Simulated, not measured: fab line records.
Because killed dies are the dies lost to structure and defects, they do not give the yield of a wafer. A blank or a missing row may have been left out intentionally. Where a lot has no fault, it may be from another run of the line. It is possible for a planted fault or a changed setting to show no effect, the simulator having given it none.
Split-lot trial    flow berkeleyCmos170    on a route of 331 steps: 5 lots, 23 wafers read

## THE SPLIT ITSELF
At UCB170_SPACER_CVD_00 (deposits SiO2 from TEOS/O2, target thk 376 nm, time 47 s), the setting timeS was moved away from the recipe's 47 s on 8 of the 23 wafers read, by -5.6% to +4.7%. The other wafers ran this setting at the recipe's value.

The file shows no step between the split and the reading.

## THE READING
SPACER_TEOS_THK in nanometres, read at UCB170_SPACER_THK_MEAS_01. A value of 380 nm with a standard deviation of 4.9 nm is what fault-free wafers of this fab line usually give.

wafer   tool, chamber at the split  timeS as run, s  against the recipe  SPACER_TEOS_THK, nm  against lot-mates on the recipe
L074.1  pecvd-01, 0                 47               recipe              377                  -
L074.2  pecvd-01, 2                 47               recipe              382                  -
L074.4  pecvd-01, 0                 49.23            +4.7%               398                  +17
L074.5  pecvd-01, 1                 47               recipe              384                  -
L074.6  pecvd-01, 2                 49.23            +4.7%               404                  +23
L076.1  pecvd-01, 0                 47               recipe              378                  -
L076.2  pecvd-01, 1                 47               recipe              376                  -
L076.3  pecvd-01, 2                 47               recipe              381                  -
L076.4  pecvd-01, 2                 47               recipe              388                  -
L076.5  pecvd-01, 1                 47               recipe              383                  -
L081.1  pecvd-04, 2                 47               recipe              373                  -
L081.3  pecvd-04, 1                 47               recipe              384                  -
L081.5  pecvd-04, 0                 47               recipe              382                  -
L083.1  pecvd-04, 0                 44.36            -5.6%               359                  -20
L083.2  pecvd-04, 1                 44.36            -5.6%               354                  -24
L083.3  pecvd-04, 2                 47               recipe              377                  -
L083.5  pecvd-04, 1                 44.36            -5.6%               363                  -16
L083.6  pecvd-04, 2                 47               recipe              380                  -
L084.2  pecvd-01, 0                 47               recipe              372                  -
L084.3  pecvd-01, 2                 44.43            -5.5%               359                  -19
L084.4  pecvd-01, 1                 47               recipe              384                  -
L084.5  pecvd-01, 2                 44.43            -5.5%               368                  -10
L084.6  pecvd-01, 0                 44.43            -5.5%               354                  -24

THE FIT
A straight line over all 23 wafers: SPACER_TEOS_THK changes by +3.9 nm for each +1% of timeS; r = +0.93; the points scatter about the line by 4.7 nm.
The same after taking each lot's own level away (the mean of its wafers on the recipe; 23 wafers): +3.61 nm for each +1%; r = +0.93; scatter 4.6 nm.
Per that fit: largest timeS move, reading shift of 20 nm.
From 378.0 to 381.2 nm: that is the span of the lots' own levels, equal to 0.7 times the standard deviation above.
So the lot-to-lot level changes the slope little: the two slopes agree.
Check: with one of the wafers moved furthest among these (-5.6%) left out of the fit, the line predicts -19.7 nm for it against its lot-mates. It came out at -19.5 nm against them.

## ADDITIONAL SPLITS CARRIED BY THESE WAFERS
Before the reading, these wafers also passed through other splits. Each is held against what the fit with the lots' levels taken away leaves over:
other split on the same wafers      wafers away from the commonest value  r with SPACER_TEOS_THK (lot level and that fit taken away)
UCB170_NWELL_OXIDATION_01 tempC     5                                     +0.07
UCB170_NWELL_IMPLANT_14 energyKev   7                                     -0.16
UCB170_PWELL_OXIDATION_02 oxTimeS   10                                    -0.05
UCB170_PFIELD_IMPLANT_07 energyKev  5                                     +0.12
UCB170_NLDD_EXPOSE_03 doseMj        8                                     +0.21

## THE WHOLE CHAIN: every reading that the file lists as answering this split, in the file's order
step                       what it does                                              reading                                                                       change (the file's fit)              r (the file's)
UCB170_SPACER_CVD_00       deposits SiO2 from TEOS/O2, target thk 376 nm, time 47 s  SiO2_of_SPACER_CVD_00.thkNm (the simulator's own value, which no gauge read)  +3.6 nm for each +1% of the setting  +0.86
UCB170_SPACER_THK_MEAS_01                                                            SPACER_TEOS_THK                                                               +3.58 for each +1% of the setting    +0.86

## FILE'S OWN FIT
SPACER_TEOS_THK changes by +3.58 nm for each +1% of timeS, r = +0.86.
